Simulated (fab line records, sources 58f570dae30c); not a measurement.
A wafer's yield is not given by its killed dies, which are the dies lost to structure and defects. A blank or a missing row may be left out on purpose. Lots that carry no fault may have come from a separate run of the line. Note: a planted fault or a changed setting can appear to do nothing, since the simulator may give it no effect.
The tool behind it: which one? / flow berkeley cmos170 / Sampling: 14 lots, 38 wafers, 5 of 331 route steps

## WHAT THE GAUGES READ, wafer by wafer
UCB170_CONTACT_CD_MEAS_15 targets a cd of 700 nm.
lot=L996; measured=day 7 00:41; on=cd sem-02; cd nm (nm)=698.2 699.8 698.7
lot=L998; measured=day 7 01:39; on=cd sem-02; cd nm (nm)=698.6 700.7 699.1
lot=L997; measured=day 7 01:54; on=cd sem-02; cd nm (nm)=700.3 699.7 700.8
lot=L100; measured=day 7 11:59; on=cd sem-02; cd nm (nm)=699.8 701.7 700.8
lot=L102; measured=day 8 05:19; on=cd sem-02; cd nm (nm)=701.6 700.1 701.0
lot=L105; measured=day 8 15:21; on=cd sem-02; cd nm (nm)=700.8 698.6 700.7
lot=L108; measured=day 8 17:53; on=cd sem-01; cd nm (nm)=701.6 700.4 701.4
lot=L109; measured=day 8 18:03; on=cd sem-01; cd nm (nm)=700.4 701.3 700.0
lot=L104; measured=day 8 18:17; on=cd sem-01; cd nm (nm)=702.8 702.3 701.4
lot=L106; measured=day 8 18:24; on=cd sem-01; cd nm (nm)=699.3 698.3 698.6
lot=L111; measured=day 9 16:07; on=cd sem-02; cd nm (nm)=699.7 697.5 699.3
lot=L115; measured=day 10 22:10; on=cd sem-01; cd nm (nm)=701.4 700.4 699.3
lot=L114; measured=day 10 21:56; on=cd sem-01; cd nm (nm)=702.0
lot=L118; measured=day 11 15:07; on=cd sem-01; cd nm (nm)=700.7

UCB170_M1_OVL_MEAS_10.
lot=L996; measured=day 7 02:50; on=overlay-02; M1_OVL (nm)=10 2 3
lot=L998; measured=day 7 04:07; on=overlay-02; M1_OVL (nm)=10 6 6
lot=L997; measured=day 7 04:29; on=overlay-01; M1_OVL (nm)=-5 -4 8
lot=L100; measured=day 7 14:16; on=overlay-01; M1_OVL (nm)=9 11 12
lot=L102; measured=day 8 08:44; on=overlay-02; M1_OVL (nm)=-2 5 0
lot=L105; measured=day 8 17:53; on=overlay-02; M1_OVL (nm)=2 -5 -1
lot=L108; measured=day 8 20:23; on=overlay-02; M1_OVL (nm)=-5 0 -2
lot=L109; measured=day 8 20:44; on=overlay-01; M1_OVL (nm)=-3 1 0
lot=L104; measured=day 8 21:05; on=overlay-01; M1_OVL (nm)=-1 -4 1
lot=L106; measured=day 8 21:12; on=overlay-02; M1_OVL (nm)=0 1 -8
lot=L111; measured=day 9 18:25; on=overlay-02; M1_OVL (nm)=-7 1 -2
lot=L115; measured=day 11 00:55; on=overlay-01; M1_OVL (nm)=3 1 0
lot=L114; measured=day 11 00:55; on=overlay-02; M1_OVL (nm)=-2
lot=L118; measured=day 11 17:49; on=overlay-01; M1_OVL (nm)=0

UCB170_V1_THK_MEAS_01.
lot=L996; measured=day 7 04:51; on=film metro-04; V1_TEOS_THK (nm)=2028 2002 2033
lot=L998; measured=day 7 06:19; on=film metro-04; V1_TEOS_THK (nm)=1977 1976 2016
lot=L997; measured=day 7 07:26; on=film metro-02; V1_TEOS_THK (nm)=1965 1976 2004
lot=L100; measured=day 7 17:22; on=film metro-04; V1_TEOS_THK (nm)=1977 2030 1995
lot=L102; measured=day 8 14:43; on=film metro-04; V1_TEOS_THK (nm)=1990 2004 2001
lot=L105; measured=day 9 00:29; on=film metro-01; V1_TEOS_THK (nm)=1981 2009 2023
lot=L108; measured=day 9 00:24; on=film metro-02; V1_TEOS_THK (nm)=1963 1975 1973
lot=L109; measured=day 9 00:43; on=film metro-01; V1_TEOS_THK (nm)=2029 2025 2018
lot=L104; measured=day 9 00:32; on=film metro-02; V1_TEOS_THK (nm)=1965 2033 1981
lot=L106; measured=day 9 00:32; on=film metro-04; V1_TEOS_THK (nm)=2005 2012 2012
lot=L111; measured=day 9 21:44; on=film metro-01; V1_TEOS_THK (nm)=1991 2029 2022
lot=L115; measured=day 11 04:37; on=film metro-02; V1_TEOS_THK (nm)=2007 2052 2054
lot=L114; measured=day 11 04:38; on=film metro-01; V1_TEOS_THK (nm)=3224
lot=L118; measured=day 11 21:46; on=film metro-04; V1_TEOS_THK (nm)=3281

## TOOL THAT RAN EACH LOT (tool first, then ch and the chambers of the sampled wafers, then the start)
lot=L996; UCB170_SILICIDE_RTA_04=rtp anneal-02 ch 0, day 6 20:39; UCB170_V1_CVD_00=pecvd-03 ch 0,2, day 7 04:41
lot=L998; UCB170_SILICIDE_RTA_04=rtp anneal-02 ch 0, day 6 21:01; UCB170_V1_CVD_00=pecvd-04 ch 0,2, day 7 06:09
lot=L997; UCB170_SILICIDE_RTA_04=rtp anneal-02 ch 0, day 6 21:39; UCB170_V1_CVD_00=pecvd-02 ch 0,2, day 7 07:16
lot=L100; UCB170_SILICIDE_RTA_04=rtp anneal-01 ch 0, day 7 05:44; UCB170_V1_CVD_00=pecvd-02 ch 0,1,2, day 7 17:12
lot=L102; UCB170_SILICIDE_RTA_04=rtp anneal-01 ch 0, day 7 19:40; UCB170_V1_CVD_00=pecvd-03 ch 0,1,2, day 8 14:33
lot=L105; UCB170_SILICIDE_RTA_04=rtp anneal-02 ch 0, day 8 11:25; UCB170_V1_CVD_00=pecvd-02 ch 1,2, day 9 00:14
lot=L108; UCB170_SILICIDE_RTA_04=rtp anneal-01 ch 0, day 8 11:43; UCB170_V1_CVD_00=pecvd-04 ch 0,2, day 9 00:14
lot=L109; UCB170_SILICIDE_RTA_04=rtp anneal-01 ch 0, day 8 12:09; UCB170_V1_CVD_00=pecvd-02 ch 1,2, day 9 00:28
lot=L104; UCB170_SILICIDE_RTA_04=rtp anneal-02 ch 0, day 8 12:23; UCB170_V1_CVD_00=pecvd-04 ch 1,2, day 9 00:23
lot=L106; UCB170_SILICIDE_RTA_04=rtp anneal-01 ch 0, day 8 12:25; UCB170_V1_CVD_00=pecvd-03 ch 0,1,2, day 9 00:23
lot=L111; UCB170_SILICIDE_RTA_04=rtp anneal-01 ch 0, day 9 10:31; UCB170_V1_CVD_00=pecvd-03 ch 0,1, day 9 21:34
lot=L115; UCB170_SILICIDE_RTA_04=rtp anneal-02 ch 0, day 10 15:34; UCB170_V1_CVD_00=pecvd-04 ch 0,1, day 11 04:27
lot=L114; UCB170_SILICIDE_RTA_04=rtp anneal-01 ch 0, day 10 15:36; UCB170_V1_CVD_00=pecvd-02 ch 0, day 11 04:31
lot=L118; UCB170_SILICIDE_RTA_04=rtp anneal-02 ch 0, day 11 07:33; UCB170_V1_CVD_00=pecvd-02 ch 0, day 11 21:39
- UCB170_SILICIDE_RTA_04: time 15 s.
- UCB170_V1_CVD_00: deposits SiO2 from TEOS/O2, target thk 2000 nm, time 250 s.

## WHAT THE TOOLS THEMSELVES READ (means of the sampled wafers that have a number; where no wafer has one, the mark that the record gives instead)
UCB170_SILICIDE_RTA_04.
lot=L996; tool=rtp anneal-02; lamp power pct (%)=9.61; wafer_temp_C_max=652.6
lot=L998; tool=rtp anneal-02; lamp power pct (%)=9.60; wafer_temp_C_max=653.6
lot=L997; tool=rtp anneal-02; lamp power pct (%)=9.60; wafer_temp_C_max=653.0
lot=L100; tool=rtp anneal-01; lamp power pct (%)=9.19; wafer_temp_C_max=652.4
lot=L102; tool=rtp anneal-01; lamp power pct (%)=9.19; wafer_temp_C_max=651.6
lot=L105; tool=rtp anneal-02; lamp power pct (%)=9.60; wafer_temp_C_max=653.6
lot=L108; tool=rtp anneal-01; lamp power pct (%)=9.18; wafer_temp_C_max=652.1
lot=L109; tool=rtp anneal-01; lamp power pct (%)=9.19; wafer_temp_C_max=651.6
lot=L104; tool=rtp anneal-02; lamp power pct (%)=9.60; wafer_temp_C_max=653.0
lot=L106; tool=rtp anneal-01; lamp power pct (%)=9.19; wafer_temp_C_max=652.3
lot=L111; tool=rtp anneal-01; lamp power pct (%)=9.20; wafer_temp_C_max=652.2
lot=L115; tool=rtp anneal-02; lamp power pct (%)=9.60; wafer_temp_C_max=652.8
lot=L114; tool=rtp anneal-01; lamp power pct (%)=9.19; wafer_temp_C_max=652.5
lot=L118; tool=rtp anneal-02; lamp power pct (%)=9.60; wafer_temp_C_max=652.1

UCB170_V1_CVD_00.
lot=L996; tool=pecvd-03; heater power w (W)=255; pressure mtorr (mTorr)=8987; run length s (s)=277.2
lot=L998; tool=pecvd-04; heater power w (W)=251; pressure mtorr (mTorr)=9007; run length s (s)=277.7
lot=L997; tool=pecvd-02; heater power w (W)=321; pressure mtorr (mTorr)=9010; run length s (s)=277.5
lot=L100; tool=pecvd-02; heater power w (W)=276; pressure mtorr (mTorr)=8989; run length s (s)=277.7
lot=L102; tool=pecvd-03; heater power w (W)=246; pressure mtorr (mTorr)=8985; run length s (s)=277.7
lot=L105; tool=pecvd-02; heater power w (W)=325; pressure mtorr (mTorr)=9015; run length s (s)=277.2
lot=L108; tool=pecvd-04; heater power w (W)=310; pressure mtorr (mTorr)=9001; run length s (s)=277.4
lot=L109; tool=pecvd-02; heater power w (W)=321; pressure mtorr (mTorr)=9009; run length s (s)=277.4
lot=L104; tool=pecvd-04; heater power w (W)=349; pressure mtorr (mTorr)=8986; run length s (s)=277.4
lot=L106; tool=pecvd-03; heater power w (W)=227; pressure mtorr (mTorr)=8998; run length s (s)=277.6
lot=L111; tool=pecvd-03; heater power w (W)=189; pressure mtorr (mTorr)=9014; run length s (s)=278.1
lot=L115; tool=pecvd-04; heater power w (W)=234; pressure mtorr (mTorr)=8982; run length s (s)=278.1
lot=L114; tool=pecvd-02; heater power w (W)=229; pressure mtorr (mTorr)=9008; run length s (s)=437.6
lot=L118; tool=pecvd-02; heater power w (W)=224; pressure mtorr (mTorr)=8954; run length s (s)=438.6

## THE ANSWER, worked out from the rows above alone
Rule: the usual values come from the lots themselves. The widest of any qualifying gaps counts: lots, ordered by their means at a reading, are off when they make up no more than a third of the lots, leave a main group of 4 or more, and stand apart from it by 3 or more times the standard deviation of that group's means. The tables above print the reading to a certain number of digits; a main group whose means all agree to those digits is not used. A lot without any number at a reading at which 4 lots or more have one is off too. All remaining lots with rows at the step are treated as sound. First the gauges in route order, then the tools' own readings, where a lot's mean is used as printed above. At the first step where some lot is off, the reading lying furthest off is the one used; lots without a number count as furthest.
Off: L114, L118, at UCB170_V1_THK_MEAS_01 (V1_TEOS_THK). The main group has a mean of 2004 nm with a standard deviation of 18.
If a tool, at a process step before that reading, ran all the lots that are off and no sound lot after the first of them, it fits. Not tried: the gauges at UCB170_V1_THK_MEAS_01; whatever is off there is also off at UCB170_V1_CVD_00, on other tools, and gauge error can't account for it. One candidate fits, namely pecvd-02 at UCB170_V1_CVD_00. A fault onset in the window from L109 (day 9 00:28, its last sound lot) to L114 (day 11 04:31, its first lot off) fits.
On the lots that are off, the tool's own readings at UCB170_V1_CVD_00 differ by more than 5 times the standard deviation of the sound lots' means, which bears it out; run length s reads 438.1 s there versus 277.6 s on the sound lots.

## WHAT THE SIMULATOR HAD PUT IN
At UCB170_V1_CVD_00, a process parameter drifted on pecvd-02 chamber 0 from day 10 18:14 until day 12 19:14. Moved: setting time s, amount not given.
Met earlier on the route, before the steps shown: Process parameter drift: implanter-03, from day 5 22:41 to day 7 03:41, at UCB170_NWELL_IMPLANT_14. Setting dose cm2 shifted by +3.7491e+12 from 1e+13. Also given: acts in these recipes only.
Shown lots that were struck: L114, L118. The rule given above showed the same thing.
